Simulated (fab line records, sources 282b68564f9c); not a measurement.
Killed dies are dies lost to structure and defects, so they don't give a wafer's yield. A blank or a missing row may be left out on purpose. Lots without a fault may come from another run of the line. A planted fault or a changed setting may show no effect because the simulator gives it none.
Which tool did it? | flow rit_cmos | 15 lots, 45 wafers sampled, at 1 step of a route of 202

WHAT THE GAUGES READ, wafer by wafer
The record holds no reading of a measuring or inspecting step that can be judged against a usual standard deviation.

WHICH TOOL RAN EACH LOT (tool, then ch and the chambers of the sampled wafers, then the start)
lot  | RIT_PSD_HARDBAKE_07
L993 | litho_track-01 ch 0, day 3 02:19
L994 | litho_track-02 ch 0, day 3 07:07
L995 | litho_track-04 ch 0, day 3 16:48
L996 | litho_track-01 ch 0, day 3 22:56
L997 | litho_track-04 ch 0, day 4 05:05
L999 | litho_track-02 ch 0, day 4 12:45
L100 | litho_track-04 ch 0, day 4 17:53
L101 | litho_track-02 ch 0, day 5 01:14
L106 | litho_track-04 ch 0, day 6 00:32
L108 | litho_track-04 ch 0, day 6 15:17
L107 | litho_track-04 ch 0, day 6 15:45
L112 | litho_track-02 ch 0, day 7 17:16
L114 | litho_track-01 ch 0, day 8 05:19
L115 | litho_track-01 ch 0, day 8 16:22
L116 | litho_track-02 ch 0, day 8 18:10
- RIT_PSD_HARDBAKE_07: time 60 s.

WHAT THE TOOLS THEMSELVES READ (means of the sampled wafers that have a number; where no wafer has one, the mark that the record gives instead)
RIT_PSD_HARDBAKE_07. Usual: heater_power_total_W 62.55 W, standard deviation 0.045; plate_temp_C 139.98 C, standard deviation 0.14.
lot  | tool           | heater_power_total_W (W) | plate_temp_C (C) | flag
L993 | litho_track-01 | 62.53                    | 139.92           |
L994 | litho_track-02 | 62.55                    | 139.91           |
L995 | litho_track-04 | 62.55                    | 140.08           |
L996 | litho_track-01 | 62.54                    | 139.93           |
L997 | litho_track-04 | 62.57                    | 140.17           |
L999 | litho_track-02 | 62.55                    | 139.90           |
L100 | litho_track-04 | 62.53                    | 140.04           |
L101 | litho_track-02 | 62.51                    | 140.21           |
L106 | litho_track-04 | 59.75                    | 135.24           | OFF
L108 | litho_track-04 | 59.73                    | 135.14           | OFF
L107 | litho_track-04 | 59.73                    | 134.93           | OFF
L112 | litho_track-02 | 62.55                    | 140.08           |
L114 | litho_track-01 | 62.55                    | 139.96           |
L115 | litho_track-01 | 62.57                    | 140.11           |
L116 | litho_track-02 | 62.57                    | 139.88           |

THE ANSWER, worked out from the rows above alone
Rule: a lot is off if the mean of its wafers that have a number lies more than 3 standard deviations from the usual mean. A lot without any number at a reading at which 4 lots or more have one is off too. The other lots that the step has rows for count as sound. The gauges are gone through in route order, then the tools' own readings, and for those a lot's mean is taken as printed above. The first step at which some lot is off is used, and at that step the reading that is off furthest; a lot without a number counts as furthest.
Off: L106, L108, L107, at RIT_PSD_HARDBAKE_07 (heater_power_total_W).
A tool fits if, at that step or a process step before it, it ran every lot that is off, and no sound lot after the first of them. One fits: litho_track-04 at RIT_PSD_HARDBAKE_07. Its last sound lot is L100 (day 4 17:53), its first lot that is off L106 (day 6 00:32): a fault that began between those two fits.
The tool's own readings at RIT_PSD_HARDBAKE_07 bear it out: on the lots that are off they differ by more than 5 times the standard deviation of the sound lots' means. heater_power_total_W reads 59.74 W there against 62.55 W on the sound lots; plate_temp_C reads 135.10 C there against 140.02 C on the sound lots.

WHAT THE SIMULATOR HAD PUT IN
Process parameter drift: litho_track-04, from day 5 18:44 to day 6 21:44, at RIT_PSD_HARDBAKE_07. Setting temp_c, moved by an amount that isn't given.
Lots struck among those shown: L106, L108, L107. The rule above found the same.
